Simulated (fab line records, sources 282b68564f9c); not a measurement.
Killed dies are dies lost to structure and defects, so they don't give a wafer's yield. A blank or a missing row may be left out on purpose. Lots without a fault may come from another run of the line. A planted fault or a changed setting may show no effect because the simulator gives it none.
Problem report in the 8D (eight disciplines) form, filled by code | flow rit_cmos | the parts of the form that need people (team, actions taken, sign-off) are left out

1. THE PROBLEM
tube_center_temp_C at RIT_M1_ANNEAL_15 reads a mean of 390 C on 6 wafers of 2 lots; wafers without a fault read 450 C with a standard deviation of 0.042. That is -99 or more standard deviations from the usual mean.
The step: time 1800 s.
First seen on wafer L837.2, day 7 07:07, on furnace-02. The record holds 18 wafers of 6 lots with a number at this step. Rule for "out", or "out of limits": more than 4 standard deviations from the usual mean. The other wafers with a number count as sound.

2. WHAT IT IS AND WHAT IT IS NOT
question                    | is                                                                                                                                                                   | is not
which readings at this step | tube_center_temp_C, spike_tc_centre_C, spike_tc_load_C, spike_tc_source_C, tube_center_temp_C_max, zone_power_centre_pct, zone_power_load_pct, zone_power_source_pct | -
which lots                  | L837, L838                                                                                                                                                           | L820, L822, L828, L831
which wafers of those lots  | all that have a number                                                                                                                                               | -
read on which tools         | furnace-02                                                                                                                                                           | -
when                        | from day 7 07:07                                                                                                                                                     | up to then (12 sound wafers)

3. SUSPECTS, AND WHAT RULES EACH OUT
Counting: a tool at a process step up to the reading stays a suspect if it ran every lot that is out and no sound lot after the first of them.
- furnace-02 at RIT_M1_ANNEAL_15 (time 1800 s): kept. It ran every lot that is out, first L837 (day 7 07:07), and no sound lot after that; its last sound lot up to then is L831 (day 5 23:25). Its own readings are out on those wafers: spike_tc_centre_C, spike_tc_load_C, spike_tc_source_C, tube_center_temp_C, tube_center_temp_C_max, zone_power_centre_pct, zone_power_load_pct, zone_power_source_pct.
Left after counting: furnace-02 at RIT_M1_ANNEAL_15.

4. THE CAUSE (what the simulator had put in)
Process parameter drift: furnace-02, from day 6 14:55 on, at RIT_M1_ANNEAL_15. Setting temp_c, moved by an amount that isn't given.
Counting left only this tool.

5. THE CHAIN OF EFFECTS, in route order
Each row: a reading whose mean over the struck wafers that have a number lies more than 3 standard deviations from the usual. Only readings for which the record gives a usual standard deviation are gone through. hours: the time from each lot's start at the first step in this table that gives one to its start at this step, as a median over the lots. sigmas: the change in usual standard deviations.
hours | step             | reading                | usual   | on struck wafers | change | sigmas
0     | RIT_M1_ANNEAL_15 | spike_tc_centre_C      | 451.1 C | 391.2            | -59.9  | -62
0     | RIT_M1_ANNEAL_15 | spike_tc_load_C        | 471.2 C | 410.6            | -60.6  | -66
0     | RIT_M1_ANNEAL_15 | spike_tc_source_C      | 466.3 C | 404.6            | -61.7  | -62
0     | RIT_M1_ANNEAL_15 | tube_center_temp_C     | 450 C   | 390              | -60    | -99 or more
0     | RIT_M1_ANNEAL_15 | tube_center_temp_C_max | 451.15  | 391.08           | -60.07 | -99 or more
0     | RIT_M1_ANNEAL_15 | zone_power_centre_pct  | 19.07 % | 16.32            | -2.75  | -15
0     | RIT_M1_ANNEAL_15 | zone_power_load_pct    | 6.94 %  | 5.42             | -1.52  | -22
0     | RIT_M1_ANNEAL_15 | zone_power_source_pct  | 7.24 %  | 5.75             | -1.49  | -19
The process steps in it:
- RIT_M1_ANNEAL_15: time 1800 s.
Later measuring or inspecting steps at which every struck wafer that the step has a row for has a number for every such reading, and none has moved that far: RIT_M1_BOW_MEAS_16.

6. WHAT WOULD HAVE CAUGHT IT SOONER
In this record the first reading out of limits was taken at day 7 07:07, 16 hours after the fault began at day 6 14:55.
